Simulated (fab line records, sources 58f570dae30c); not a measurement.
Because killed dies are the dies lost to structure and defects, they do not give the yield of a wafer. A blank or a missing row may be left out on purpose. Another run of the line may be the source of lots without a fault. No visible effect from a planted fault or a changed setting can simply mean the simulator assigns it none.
8D (eight disciplines) problem report, filled in by code / flow berkeley_cmos170 / the parts of the form that need people (team, actions taken, sign-off) are left out

1. PROBLEM STATEMENT
Wafers free of any fault read 2346 (standard deviation 20) for PSD_TW at UCB170_PSD_TW_MEAS_10, against a mean of 2199 on 9 wafers of 3 lots. That puts it -7.3 standard deviations away from the usual mean.
Earliest sighting: wafer L322.3 on film_metro-01 at day 11 08:21. The record has a number at this step for 45 wafers belonging to 15 lots. Rule for "out", or "out of limits": more than 4 standard deviations from the usual mean. All remaining wafers that have a number are taken as sound.

2. WHAT IT IS, WHAT IT ISN'T
question=which readings at this step | is=PSD_TW | is not=-
question=which lots | is=L322, L325, L326 | is not=L308, L309, L310, L311, L312, L313, L314, L315, L316, L318, L321, L328
question=which wafers of those lots | is=all that have a number | is not=-
question=read on which gauges | is=film_metro-01, film_metro-04 | is not=film_metro-03
question=when | is=from day 11 08:21 | is not=up to then (30 sound wafers); but 6 sound wafers of L321, L328 came after

3. WHAT RULES OUT EACH SUSPECT
Counting: a tool stays on the suspect list if, at a process step up to the reading, it processed all lots that are out and no sound lot following the first of them.
- the gauge at UCB170_PSD_TW_MEAS_10 has been ruled out. 2 gauges (film_metro-01, film_metro-04) read the wafers that are out.
- implanter-03 at UCB170_PSD_IMPLANT_08: kept. It ran every lot that is out, first L322 (day 11 08:08), and no sound lot after that; its last sound lot up to then is L318 (day 10 06:34). On those wafers its own readings are out: dose_ions_cm2, faraday_current_uA.
Left after counting: implanter-03 at UCB170_PSD_IMPLANT_08.

4. THE CAUSE (what the simulator had put in)
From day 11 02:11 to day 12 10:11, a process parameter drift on implanter-03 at UCB170_PSD_IMPLANT_08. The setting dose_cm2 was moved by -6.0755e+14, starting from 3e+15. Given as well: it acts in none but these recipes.
After counting, this tool was the only one left.

5. THE EFFECT CHAIN, in route order
Rows list readings where the struck wafers' mean (over those with a number) sits beyond 3 standard deviations from the usual. Scope: only readings with a usual standard deviation given in the record; hours: median across lots of the time from each lot's start at the first step in this table that gives one to its start at this step; sigmas: change in usual standard deviations.
hours=0; step=UCB170_PSD_IMPLANT_08; reading=dose_ions_cm2; usual=3.0003e+15; on struck wafers=2.3943e+15; change=-6.0598e+14; sigmas=-99 or more
hours=0; step=UCB170_PSD_IMPLANT_08; reading=faraday_current_uA; usual=9281; on struck wafers=7435; change=-1846; sigmas=-10
hours=0; step=UCB170_PSD_STRIP_09; reading=oes_product_au; usual=0.599 a.u.; on struck wafers=0.631; change=+0.032; sigmas=+7.6
hours=0; step=UCB170_PSD_STRIP_09; reading=strip_time_to_endpoint_s; usual=29.37 s; on struck wafers=27.06; change=-2.31; sigmas=-27
hours=0; step=UCB170_PSD_TW_MEAS_10; reading=PSD_TW; usual=2346; on struck wafers=2199; change=-147; sigmas=-7.3
hours=6; step=UCB170_SDANNEAL_RS_MEAS_02; reading=PSD_RS; usual=75.6 ohm/sq; on struck wafers=88.2; change=+12.6; sigmas=+39
The process steps in it:
- UCB170_PSD_IMPLANT_08
- UCB170_PSD_STRIP_09: strips in O2.

6. HOW IT WOULD HAVE BEEN CAUGHT EARLIER
Counted from the fault's start at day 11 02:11, it took 6 hours until the first out-of-limits reading at a measuring or inspecting step in this record, taken at day 11 08:21.
At UCB170_PSD_IMPLANT_08, the tool's own readings (dose_ions_cm2, faraday_current_uA) were out on each struck wafer the step has a row for, so an alarm limit on them would have fired on the first such wafer.
Among the 3 lots that are out, L325, L326 began UCB170_PSD_IMPLANT_08 on implanter-03 after day 11 08:21. A hold on the tool at that time would have spared those 2.
